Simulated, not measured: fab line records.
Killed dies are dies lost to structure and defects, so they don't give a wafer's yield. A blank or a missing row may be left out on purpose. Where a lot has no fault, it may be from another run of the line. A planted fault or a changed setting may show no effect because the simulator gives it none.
What tool caused it? || flow rit cmos || 6 lots (18 wafers sampled), 1 step of a 202-step route

== WHAT EACH GAUGE READ, for each wafer ==
RIT_NWELL_OVL_MEAS_06.
{"lot": "L858", "measured": "day 2 06:45", "on": "overlay-02", "NWELL_OVL (nm)": "0.4 -0.6 0.6"}
{"lot": "L861", "measured": "day 3 09:18", "on": "overlay-01", "NWELL_OVL (nm)": "1.9 1.7 1.0"}
{"lot": "L863", "measured": "day 3 09:40", "on": "overlay-01", "NWELL_OVL (nm)": "-0.7 0.6 0.9"}
{"lot": "L867", "measured": "day 4 17:08", "on": "overlay-02", "NWELL_OVL (nm)": "0.2 -0.1 -0.2"}
{"lot": "L874", "measured": "day 5 16:03", "on": "overlay-01", "NWELL_OVL (nm)": "-1.4 -0.8 0.0"}
{"lot": "L878", "measured": "day 6 07:14", "on": "overlay-02", "NWELL_OVL (nm)": "-1.3 -2.9 -2.3"}

== WHICH TOOL RAN EACH LOT (tool, then ch and the chambers of the sampled wafers, then the start) ==
Record: no process step prior to these readings.

== THE ANSWER, worked out from the rows above alone ==
Rule: the usual values come from the lots themselves. The widest of any qualifying gaps counts: lots, ordered by their means at a reading, are off when they make up no more than a third of the lots, leave a main group of 4 or more, and stand apart from it by 3 or more times the standard deviation of that group's means. A main group whose means are all the same, to the digits that the tables above print for the reading, isn't used. Also off: a lot with no number at a reading for which 4 or more lots have one. Any other lot the step has rows for is counted as sound.
None of the lots is off at any reading shown; this tells nothing.

== WHAT THE SIMULATOR HAD PUT IN ==
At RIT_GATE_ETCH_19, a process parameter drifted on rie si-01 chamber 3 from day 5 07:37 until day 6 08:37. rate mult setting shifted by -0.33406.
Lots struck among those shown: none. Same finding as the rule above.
